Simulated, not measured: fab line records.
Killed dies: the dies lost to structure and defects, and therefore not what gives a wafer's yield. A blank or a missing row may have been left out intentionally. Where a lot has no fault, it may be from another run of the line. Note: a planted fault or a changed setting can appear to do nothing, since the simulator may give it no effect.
Which tool was responsible? || flow berkeley cmos170 || Sampling: 14 lots, 42 wafers, 2 of 331 route steps

== WHAT THE GAUGES READ, wafer by wafer ==
The record holds no reading of a measuring or inspecting step that can be judged against a usual standard deviation.

== WHICH TOOL RAN EACH LOT (tool, then ch and the chambers of the sampled wafers, then the start) ==
{"lot": "L289", "UCB170_NSD_COAT_01": "litho track-01 ch 0, day 6 21:01", "UCB170_NSD_STRIP_09": "plasma asher-01 ch 1, day 6 22:23"}
{"lot": "L291", "UCB170_NSD_COAT_01": "litho track-03 ch 0, day 7 10:40", "UCB170_NSD_STRIP_09": "plasma asher-02 ch 0,1, day 7 11:59"}
{"lot": "L292", "UCB170_NSD_COAT_01": "litho track-02 ch 0, day 7 10:40", "UCB170_NSD_STRIP_09": "plasma asher-03 ch 0,1, day 7 12:07"}
{"lot": "L290", "UCB170_NSD_COAT_01": "litho track-01 ch 0, day 7 10:55", "UCB170_NSD_STRIP_09": "plasma asher-02 ch 1, day 7 12:23"}
{"lot": "L293", "UCB170_NSD_COAT_01": "litho track-03 ch 0, day 7 11:07", "UCB170_NSD_STRIP_09": "plasma asher-03 ch 0,1, day 7 12:26"}
{"lot": "L294", "UCB170_NSD_COAT_01": "litho track-02 ch 0, day 8 03:25", "UCB170_NSD_STRIP_09": "plasma asher-01 ch 0,1, day 8 04:59"}
{"lot": "L296", "UCB170_NSD_COAT_01": "litho track-01 ch 0, day 8 13:39", "UCB170_NSD_STRIP_09": "plasma asher-02 ch 0,1, day 8 15:23"}
{"lot": "L299", "UCB170_NSD_COAT_01": "litho track-03 ch 0, day 8 13:40", "UCB170_NSD_STRIP_09": "plasma asher-01 ch 0, day 8 15:33"}
{"lot": "L300", "UCB170_NSD_COAT_01": "litho track-03 ch 0, day 9 02:01", "UCB170_NSD_STRIP_09": "plasma asher-02 ch 0,1, day 9 03:08"}
{"lot": "L301", "UCB170_NSD_COAT_01": "litho track-01 ch 0, day 9 05:19", "UCB170_NSD_STRIP_09": "plasma asher-01 ch 0,1, day 9 06:17"}
{"lot": "L306", "UCB170_NSD_COAT_01": "litho track-01 ch 0, day 10 02:18", "UCB170_NSD_STRIP_09": "plasma asher-02 ch 0,1, day 10 03:35"}
{"lot": "L305", "UCB170_NSD_COAT_01": "litho track-02 ch 0, day 10 02:43", "UCB170_NSD_STRIP_09": "plasma asher-03 ch 0,1, day 10 03:49"}
{"lot": "L309", "UCB170_NSD_COAT_01": "litho track-01 ch 0, day 10 16:14", "UCB170_NSD_STRIP_09": "plasma asher-03 ch 0,1, day 10 17:31"}
{"lot": "L311", "UCB170_NSD_COAT_01": "litho track-02 ch 0, day 11 06:37", "UCB170_NSD_STRIP_09": "plasma asher-02 ch 0,1, day 11 07:45"}
- UCB170_NSD_COAT_01: resist thk 900 nm.
- UCB170_NSD_STRIP_09: strips in O2.

== AS READ BY THE TOOLS THEMSELVES (means over the sampled wafers that have a number; for cases with no such wafer, the mark the record gives instead) ==
UCB170_NSD_STRIP_09. Usual: drypump motor current A 5.6 A, standard deviation 0.52; oes product au 0.534 a.u., standard deviation 0.0046; strip time to endpoint s 35.83 s, standard deviation 0.064.
{"lot": "L289", "tool": "plasma asher-01", "drypump motor current A (A)": 6.2, "oes product au (a.u.)": 0.533, "strip time to endpoint s (s)": 35.86, "flag": ""}
{"lot": "L291", "tool": "plasma asher-02", "drypump motor current A (A)": 5.6, "oes product au (a.u.)": 0.534, "strip time to endpoint s (s)": 35.82, "flag": ""}
{"lot": "L292", "tool": "plasma asher-03", "drypump motor current A (A)": 5.3, "oes product au (a.u.)": 0.536, "strip time to endpoint s (s)": 35.78, "flag": ""}
{"lot": "L290", "tool": "plasma asher-02", "drypump motor current A (A)": 6.4, "oes product au (a.u.)": 0.534, "strip time to endpoint s (s)": 35.91, "flag": ""}
{"lot": "L293", "tool": "plasma asher-03", "drypump motor current A (A)": 5.3, "oes product au (a.u.)": 0.535, "strip time to endpoint s (s)": 35.82, "flag": ""}
{"lot": "L294", "tool": "plasma asher-01", "drypump motor current A (A)": 5.8, "oes product au (a.u.)": 0.538, "strip time to endpoint s (s)": 35.76, "flag": ""}
{"lot": "L296", "tool": "plasma asher-02", "drypump motor current A (A)": 5.7, "oes product au (a.u.)": 0.530, "strip time to endpoint s (s)": 35.84, "flag": ""}
{"lot": "L299", "tool": "plasma asher-01", "drypump motor current A (A)": 5.1, "oes product au (a.u.)": 0.540, "strip time to endpoint s (s)": 36.94, "flag": "OFF"}
{"lot": "L300", "tool": "plasma asher-02", "drypump motor current A (A)": 5.7, "oes product au (a.u.)": 0.540, "strip time to endpoint s (s)": 36.98, "flag": "OFF"}
{"lot": "L301", "tool": "plasma asher-01", "drypump motor current A (A)": 5.5, "oes product au (a.u.)": 0.532, "strip time to endpoint s (s)": 35.83, "flag": ""}
{"lot": "L306", "tool": "plasma asher-02", "drypump motor current A (A)": 5.7, "oes product au (a.u.)": 0.536, "strip time to endpoint s (s)": 35.83, "flag": ""}
{"lot": "L305", "tool": "plasma asher-03", "drypump motor current A (A)": 5.3, "oes product au (a.u.)": 0.530, "strip time to endpoint s (s)": 35.92, "flag": ""}
{"lot": "L309", "tool": "plasma asher-03", "drypump motor current A (A)": 5.3, "oes product au (a.u.)": 0.530, "strip time to endpoint s (s)": 35.92, "flag": ""}
{"lot": "L311", "tool": "plasma asher-02", "drypump motor current A (A)": 5.7, "oes product au (a.u.)": 0.530, "strip time to endpoint s (s)": 35.85, "flag": ""}

== THE ANSWER, worked out from the rows above alone ==
Rule: lot off if the mean of its wafers having a number is beyond 3 standard deviations from the usual mean. A lot without any number at a reading at which 4 lots or more have one is off too. Where the step has rows for the other lots, those lots are counted as sound. Order of review: gauges by route order, followed by the tools' own readings, for which a lot's mean as printed above is used. At the first step where some lot is off, the reading lying furthest off is the one used; lots without a number count as furthest.
Off at UCB170_NSD_STRIP_09 (strip time to endpoint s): L299, L300.
A tool fits if, at that step or a process step before it, it ran every lot that is off, and no sound lot after the first of them. One fits: UCB170_NSD_COAT_01 on litho track-03. A fault onset in the window from L293 (day 7 11:07, its last sound lot) to L299 (day 8 13:40, its first lot off) fits.

== WHAT WAS PUT IN BY THE SIMULATOR ==
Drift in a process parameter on litho track-03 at UCB170_NSD_COAT_01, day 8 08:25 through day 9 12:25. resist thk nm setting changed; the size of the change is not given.
Lots struck among those shown: L299, L300. The same result came from the rule above.
